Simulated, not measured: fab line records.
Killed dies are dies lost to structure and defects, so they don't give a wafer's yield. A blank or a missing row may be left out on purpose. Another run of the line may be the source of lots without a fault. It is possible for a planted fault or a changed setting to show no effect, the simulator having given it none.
2 desks, one fault + flow berkeleyCmos170 + every desk sees just its own numbers, and what lay behind them comes last

THE TOOL OWNER'S DESK: implanter-04
UCB170_NWELL_IMPLANT_14, tool's own readings: per-lot mean of the sampled wafers with a number, covering each lot this tool ran. The brackets show how far a lot's mean lies from the usual mean; more than 4 standard deviations puts the lot out of limits, marked OUT.
Columns: A = beamEnergyKeV at UCB170_NWELL_IMPLANT_14, usual 149.99
| lot  | first seen here | A                        |
|------|-----------------|--------------------------|
| L605 | day 3 00:22     | 149.95                   |
| L615 | day 4 23:45     | 141.85 (-99 or more) OUT |
| L617 | day 5 09:30     | 141.81 (-99 or more) OUT |
This desk's finding: out of limits on L615, L617; first on L615, day 4 23:45 (beamEnergyKeV at UCB170_NWELL_IMPLANT_14). L605 stayed within limits.

FROM THE METROLOGY DESK
Means of the sampled wafers that have a number, per lot and without regard to the tool the lot ran on: this is what the gauges read. The brackets show how far a lot's mean lies from the usual mean; more than 4 standard deviations puts the lot out of limits, marked OUT.
Columns: A = NWELL_OXIDE_THK at UCB170_NWELL_THK_MEAS_02, usual 26.5 nm; B = NWELL_NITRIDE_THK at UCB170_NWELL_THK_MEAS_05, usual 224.1 nm; C = NWELL_OVL at UCB170_NWELL_OVL_MEAS_12, usual 1 nm
| lot  | first seen here | A    | B     | C   |
|------|-----------------|------|-------|-----|
| L605 | day 2 15:55     | 26.4 | 225.7 | 7   |
| L606 | day 2 20:25     | 26.8 | 227.7 | -8  |
| L615 | day 4 16:25     | 26.7 | 226.6 | -3  |
| L617 | day 5 02:16     | 26.6 | 227.1 | 2   |
| L620 | day 5 17:57     | 25.8 | 222.0 | 0   |
| L624 | day 6 11:19     | 26.9 | 221.1 | -10 |
This desk found nothing out of limits on any of the 6 lots.

BROUGHT TOGETHER
At day 4 23:45, on L615, L617, the tool owner's desk was in a position to raise an alarm.
Nothing out of limits was seen by the metrology desk.
The metrology desk holds a record of L615, L617, inside its limits.
UCB170_NWELL_IMPLANT_14 was run on implanter-04 by each of the lots named.

WHAT THE SIMULATOR HAD PUT IN
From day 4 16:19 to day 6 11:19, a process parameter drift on implanter-04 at UCB170_NWELL_IMPLANT_14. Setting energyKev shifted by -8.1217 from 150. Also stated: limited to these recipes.
Struck lots among those shown: L615, L617.
Each desk's first reading out of limits, in hours after the fault started: the tool owner's desk, 7.
